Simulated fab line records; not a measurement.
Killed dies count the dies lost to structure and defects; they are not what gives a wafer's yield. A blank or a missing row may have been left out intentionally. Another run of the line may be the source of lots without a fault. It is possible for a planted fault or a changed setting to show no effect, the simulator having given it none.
fab line records ; flow ritCmos
record lots=7; wafers=21; lastDay=7
route steps=202 shown NLDD@107 PLDD@114
lots that met no fault: taken from a fault-free run of the same line
startH: hours from the record's opening day to when the first of the lot's shown wafers began ; waitH: hours from the lot's prior step to this one ; " same as the row above ; L1.1+2: several wafers, shown together as one row ; - no value, or no start given ; * or withheld: withheld ; < > ~ a bound
route shown NAME@n: names a module that has steps shown in the file, with the first one's number in the route ; usual: mean and standard deviation over wafers with no fault ; same: alike in all rows ; chamber/n: place in a boat ; sites: readings site by site ; _std_site: standard deviation of those values ; _edge_site: mean of outer sites minus mean of inner sites ; radiusMm: for every site, how far away it sits from the centre of the wafer ; mask NAME#n: copy n ; behind: the last tool/chamber to shape the wafer ; hold: what put the lot on hold/how long, in hours/how the hold closed ; device: the transistor (n, p or np) that didn't switch ; end of line: tests run on the same wafers once the route is complete ; a step with no rows: only its recipe ; killed: at the first sort, the dies lost to defects and structure; wafer yield is something else ; map: the dies of a wafer, with x for killed, . for not killed, _ for no die there
set.NAME: the setting the step ran with; set.NAME@STEP: the setting that earlier step ran with ; model.NAME: the simulator's own value behind a step, which no gauge read
lots at selected steps of the route; one table per step, one row per wafer
services: the hour from which a tool's chamber was out of use, counted from the record's first day as startH (under 0 if before that day), plus the number of hours and why
## steps
# step RIT_NLDD_PEB_04
# recipe resist=NOVOLAK; tempC=withheld; timeS=withheld
# step RIT_NLDD_DEVELOP_05
# recipe resist=NOVOLAK; developTimeS=50; devTempC=23
# step RIT_NLDD_OVL_MEAS_06
# usual NLDD_OVL=-0.7/1.4
lot.wafer;tool;chamber;startH;waitH;NLDD_OVL[nm]
L527.1;overlay-01;-;58.54;-;-2.1
L527.3;overlay-01;-;58.54;-;-1.6
L527.5;overlay-01;-;58.54;-;-3.8
L534.3;overlay-02;-;102.61;-;0.3
L534.5;overlay-02;-;102.61;-;0.4
L534.6;overlay-02;-;102.61;-;0.8
L535.1;overlay-01;-;102.84;-;-0.5
L535.2;overlay-01;-;102.84;-;-0.6
L535.6;overlay-01;-;102.84;-;-2.1
L536.1;overlay-02;-;103.07;-;-0.9
L536.2;overlay-02;-;103.07;-;0.4
L536.6;overlay-02;-;103.07;-;1.1
L541.1;overlay-01;-;132.61;-;-0.1
L541.5;overlay-01;-;132.61;-;-0.3
L541.6;overlay-01;-;132.61;-;-1.3
L544.2;overlay-02;-;141.51;-;-2.6
L544.4;overlay-02;-;141.51;-;-1.5
L544.5;overlay-02;-;141.51;-;-2.2
L545.1;overlay-01;-;147.17;-;0.5
L545.2;overlay-01;-;147.17;-;0.1
L545.3;overlay-01;-;147.17;-;-0.3
# step RIT_NLDD_HARDBAKE_07
# recipe resist=NOVOLAK; tempC=140; timeS=60
# step RIT_NLDD_IMPLANT_08
# recipe species=P; energyKev=20; doseCm2=5e+14; tiltDeg=7
# step RIT_NLDD_STRIP_09
# recipe chemistry=O2; timeS=180; resist=NOVOLAK; platenTempC=withheld; powerW=500; pressureMtorr=4000; o2FlowSccm=4000
# usual drypumpMotorCurrentA=6.1/0.41
lot.wafer;tool;chamber;startH;waitH;drypumpMotorCurrentA;rfHoursCounterH
L527.1;plasmaAsher-01;1;58.88;0.1;6.4;44
L527.3;plasmaAsher-01;1;58.88;0.1;6.4;-
L527.5;plasmaAsher-01;0;58.88;0.1;5.6;-
L534.3;plasmaAsher-03;0;103.00;0.1;6.7;-
L534.5;plasmaAsher-03;1;103.00;0.1;6.3;-
L534.6;plasmaAsher-03;0;103.00;0.1;6.8;-
L535.1;plasmaAsher-02;1;103.18;0.1;5.9;41
L535.2;plasmaAsher-02;0;103.18;0.1;5.6;41
L535.6;plasmaAsher-02;0;103.18;0.1;5.7;-
L536.1;plasmaAsher-01;0;103.41;0.1;5.6;49
L536.2;plasmaAsher-01;1;103.41;0.1;6.4;49
L536.6;plasmaAsher-01;0;103.41;0.1;5.6;-
L541.1;plasmaAsher-01;0;132.94;0.1;5.6;2
L541.5;plasmaAsher-01;1;132.94;0.1;6.4;-
L541.6;plasmaAsher-01;0;132.94;0.1;5.7;-
L544.2;plasmaAsher-03;1;141.84;0.1;6.3;52
L544.4;plasmaAsher-03;1;141.84;0.1;6.3;-
L544.5;plasmaAsher-03;1;141.84;0.1;6.3;-
L545.1;plasmaAsher-02;0;147.51;0.1;5.7;46
L545.2;plasmaAsher-02;1;147.51;0.1;5.8;46
L545.3;plasmaAsher-02;0;147.51;0.1;5.7;-
# step RIT_NLDD_TW_MEAS_10
# usual NLDD_TW=2481/15
lot.wafer;tool;chamber;startH;waitH;NLDD_TW
L527.1;filmMetro-01;-;59.05;0.1;2475
L527.3;filmMetro-01;-;59.05;0.1;2475
L527.5;filmMetro-01;-;59.05;0.1;2495
L534.3;filmMetro-01;-;103.13;0.1;2515
L534.5;filmMetro-01;-;103.13;0.1;2517
L534.6;filmMetro-01;-;103.13;0.1;2501
L535.1;filmMetro-03;-;103.35;0.1;2465
L535.2;filmMetro-03;-;103.35;0.1;2458
L535.6;filmMetro-03;-;103.35;0.1;2477
L536.1;filmMetro-01;-;103.58;0.1;2505
L536.2;filmMetro-01;-;103.58;0.1;2522
L536.6;filmMetro-01;-;103.58;0.1;2514
L541.1;filmMetro-04;-;133.12;0.1;2470
L541.5;filmMetro-04;-;133.12;0.1;2474
L541.6;filmMetro-04;-;133.12;0.1;2474
L544.2;filmMetro-04;-;142.02;0.1;2470
L544.4;filmMetro-04;-;142.02;0.1;2475
L544.5;filmMetro-04;-;142.02;0.1;2470
L545.1;filmMetro-03;-;147.68;0.1;2472
L545.2;filmMetro-03;-;147.68;0.1;2487
L545.3;filmMetro-03;-;147.68;0.1;2458
# step RIT_PLDD_HMDS_00
# recipe primeTimeS=60; primeTempC=140
# step RIT_PLDD_COAT_01
# recipe resist=NOVOLAK; spinRpm=3250; resistThkNm=1000
# step RIT_PLDD_SOFTBAKE_02
# recipe resist=NOVOLAK; tempC=90; timeS=60
# step RIT_PLDD_EXPOSE_03
# recipe maskId=M8; na=0.57; targetCdNm=40900; doseMj=250
# step RIT_PLDD_PEB_04
# recipe resist=NOVOLAK; tempC=withheld; timeS=withheld
# step RIT_PLDD_DEVELOP_05
# recipe resist=NOVOLAK; developTimeS=50; devTempC=23
# usual chillPlateTempC=22.98/0.099; developTimeS=50/0
lot.wafer;tool;chamber;startH;waitH;chillPlateTempC;developTimeS
L527.1;lithoTrack-03;0;59;-;22.98;50
L527.3;lithoTrack-03;0;60;-;23.03;50
L527.5;lithoTrack-03;0;60;-;23.04;50
L534.3;lithoTrack-02;-;103;-;-;-
L534.5;lithoTrack-02;-;103;-;-;-
L534.6;lithoTrack-02;-;103;-;-;-
L535.1;lithoTrack-02;-;104;-;-;-
L535.2;lithoTrack-02;-;104;-;-;-
L535.6;lithoTrack-02;-;104;-;-;-
L536.1;lithoTrack-03;-;104;-;-;-
L536.2;lithoTrack-03;-;104;-;-;-
L536.6;lithoTrack-03;-;104;-;-;-
L541.1;lithoTrack-03;0;133;-;23.02;50
L541.5;lithoTrack-03;0;133;-;22.92;50
L541.6;lithoTrack-03;0;134;-;22.82;50
L544.2;lithoTrack-03;0;142;-;23.00;50
L544.4;lithoTrack-03;0;142;-;23.09;50
L544.5;lithoTrack-03;0;142;-;23.01;50
L545.1;lithoTrack-04;0;148;-;22.94;50
L545.2;lithoTrack-04;0;148;-;23.01;50
L545.3;lithoTrack-04;0;148;-;22.94;50
# step RIT_PLDD_OVL_MEAS_06
# usual PLDD_OVL=-0.9/1.3
lot.wafer;tool;chamber;startH;waitH;PLDD_OVL[nm]
L527.1;overlay-01;-;60.09;-;-4.2
L527.3;overlay-01;-;60.09;-;-2.3
L527.5;overlay-01;-;60.09;-;-1.4
L534.3;overlay-02;-;104.03;-;-
L534.5;overlay-02;-;104.03;-;-
L534.6;overlay-02;-;104.03;-;-
L535.1;overlay-02;-;104.39;-;-
L535.2;overlay-02;-;104.39;-;-
L535.6;overlay-02;-;104.39;-;-
L536.1;overlay-02;-;104.63;-;-
L536.2;overlay-02;-;104.63;-;-
L536.6;overlay-02;-;104.63;-;-
L541.1;overlay-02;-;134.04;-;-1.0
L541.5;overlay-02;-;134.04;-;-0.9
L541.6;overlay-02;-;134.04;-;-1.5
L544.2;overlay-01;-;142.93;-;-1.0
L544.4;overlay-01;-;142.93;-;-2.1
L544.5;overlay-01;-;142.93;-;-2.6
L545.1;overlay-01;-;148.69;-;1.4
L545.2;overlay-01;-;148.69;-;0.1
L545.3;overlay-01;-;148.69;-;1.1
## services
tool;chamber;startH;hours;kind
plasmaAsher-03;-;56.59;2.4;repair
plasmaAsher-02;-;105.02;4.3;repair
plasmaAsher-01;-;108.75;9.0;pm
plasmaAsher-01;0;108.75;9.0;ventCycle
plasmaAsher-01;1;108.75;9.0;ventCycle
plasmaAsher-01;0;117.75;-;clean
plasmaAsher-01;1;117.75;-;clean
plasmaAsher-02;-;135.24;0.7;repair
## key
firstSign step=RIT_PLDD_DEVELOP_05; reading=toolRecord; direction=missing
effect none on later readings
metAt RIT_PLDD_DEVELOP_05
struckWafers L534.3,L534.5,L534.6,L535.1,L535.2,L535.6,L536.1,L536.2,L536.6
sortLeftOut L534.3,L534.5,L534.6,L535.1,L535.2,L535.6,L536.1,L536.2,L536.6
testerLeftOut L534,L535,L536
onsetBetween 59 103
fault kind=skippedStepWhole; tool=lithoTrack-02,lithoTrack-03; chamber=-; onsetH=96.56; steps=RIT_PLDD_DEVELOP_05; scope=struckLotsOnly
# testerLeftOut: of these lots the tester's yield and bins aren't shown, on N5 and GAA mostly nor the transistor test; their killed dies are dies lost to structure and defects alone, not to doping, threshold or leakage, so they don't give the yield
# sortLeftOut: the simulated sort isn't trusted on such a fault, so these wafers' sort isn't shown, and their yield isn't known
